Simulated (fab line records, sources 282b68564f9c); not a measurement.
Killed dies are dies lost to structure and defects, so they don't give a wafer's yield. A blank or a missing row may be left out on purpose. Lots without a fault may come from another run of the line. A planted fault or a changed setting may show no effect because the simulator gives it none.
Which tool did it? | flow rit_cmos | 15 lots, 45 wafers sampled, at 2 steps of a route of 202

WHAT THE GAUGES READ, wafer by wafer
RIT_NWELL_OVL_MEAS_06.
lot  | measured    | on         | NWELL_OVL (nm)
L186 | day 1 20:23 | overlay-02 | -0.2 1.0 1.5
L187 | day 2 01:25 | overlay-02 | 1.7 1.5 1.0
L188 | day 2 06:55 | overlay-02 | -0.2 -1.1 0.0
L189 | day 2 12:54 | overlay-01 | -0.7 -0.1 -1.6
L192 | day 3 02:16 | overlay-02 | 3.4 2.5 2.2
L195 | day 3 19:14 | overlay-01 | 0.1 -0.2 -0.1
L196 | day 3 22:12 | overlay-01 | 0.4 1.2 2.3
L198 | day 4 09:28 | overlay-02 | 1.2 0.3 1.7
L199 | day 4 14:02 | overlay-01 | 3571.0 3571.4 3570.1
L200 | day 4 19:06 | overlay-01 | 3570.0 3570.8 3569.6
L201 | day 4 23:16 | overlay-02 | 3570.8 3568.6 3570.7
L203 | day 5 09:49 | overlay-01 | 2.5 0.7 0.8
L205 | day 5 20:40 | overlay-02 | 0.7 3.0 2.9
L208 | day 6 13:25 | overlay-01 | 3.5 4.5 4.7
L209 | day 6 19:02 | overlay-02 | 2.0 1.4 1.9

WHICH TOOL RAN EACH LOT (tool, then ch and the chambers of the sampled wafers, then the start)
lot  | RIT_NWELL_EXPOSE_03
L186 | iline_stepper-01 ch 0, day 1 19:59
L187 | iline_stepper-02 ch 0, day 2 00:59
L188 | iline_stepper-01 ch 0, day 2 06:29
L189 | iline_stepper-01 ch 0, day 2 12:29
L192 | iline_stepper-02 ch 0, day 3 01:51
L195 | iline_stepper-01 ch 0, day 3 18:49
L196 | iline_stepper-01 ch 0, day 3 21:47
L198 | iline_stepper-02 ch 0, day 4 09:04
L199 | iline_stepper-01 ch 0, day 4 13:38
L200 | iline_stepper-01 ch 0, day 4 18:40
L201 | iline_stepper-01 ch 0, day 4 22:52
L203 | iline_stepper-02 ch 0, day 5 09:24
L205 | iline_stepper-02 ch 0, day 5 20:13
L208 | iline_stepper-02 ch 0, day 6 13:00
L209 | iline_stepper-02 ch 0, day 6 18:38
- RIT_NWELL_EXPOSE_03: exposes mask M2, target cd 43900 nm.

WHAT THE TOOLS THEMSELVES READ (means of the sampled wafers that have a number; where no wafer has one, the mark that the record gives instead)
RIT_NWELL_EXPOSE_03.
lot  | tool             | reticle_temp_C (C)
L186 | iline_stepper-01 | 23.03
L187 | iline_stepper-02 | 23.11
L188 | iline_stepper-01 | 23.03
L189 | iline_stepper-01 | 22.89
L192 | iline_stepper-02 | 23.01
L195 | iline_stepper-01 | 22.98
L196 | iline_stepper-01 | 23.14
L198 | iline_stepper-02 | 23.00
L199 | iline_stepper-01 | 22.98
L200 | iline_stepper-01 | 23.02
L201 | iline_stepper-01 | 23.12
L203 | iline_stepper-02 | 23.06
L205 | iline_stepper-02 | 23.04
L208 | iline_stepper-02 | 22.99
L209 | iline_stepper-02 | 22.98

THE ANSWER, worked out from the rows above alone
Rule: what is usual is taken from the lots themselves. Put in order of their means at a reading, lots are off if they are a third of the lots or fewer, leave a main group of 4 or more, and stand apart from it by a gap of 3 or more times the standard deviation of the main group's means; of several such gaps the widest counts. A main group whose means are all the same, to the digits that the tables above print for the reading, isn't used. A lot without any number at a reading at which 4 lots or more have one is off too. The other lots that the step has rows for count as sound. The gauges are gone through in route order, then the tools' own readings, and for those a lot's mean is taken as printed above. The first step at which some lot is off is used, and at that step the reading that is off furthest; a lot without a number counts as furthest.
Off: L199, L200, L201, at RIT_NWELL_OVL_MEAS_06 (NWELL_OVL). The main group: mean 1.3 nm, standard deviation 1.3.
A tool fits if, at a process step before that reading, it ran every lot that is off, and no sound lot after the first of them. The gauges at RIT_NWELL_OVL_MEAS_06 are tried like those tools. One fits: iline_stepper-01 at RIT_NWELL_EXPOSE_03. Its last sound lot is L196 (day 3 21:47), its first lot that is off L199 (day 4 13:38): a fault that began between those two fits.

WHAT THE SIMULATOR HAD PUT IN
Scanner matching overlay: iline_stepper-01, from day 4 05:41 on, at RIT_NWELL_EXPOSE_03. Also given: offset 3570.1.
Lots struck among those shown: L199, L200, L201. The rule above found the same.
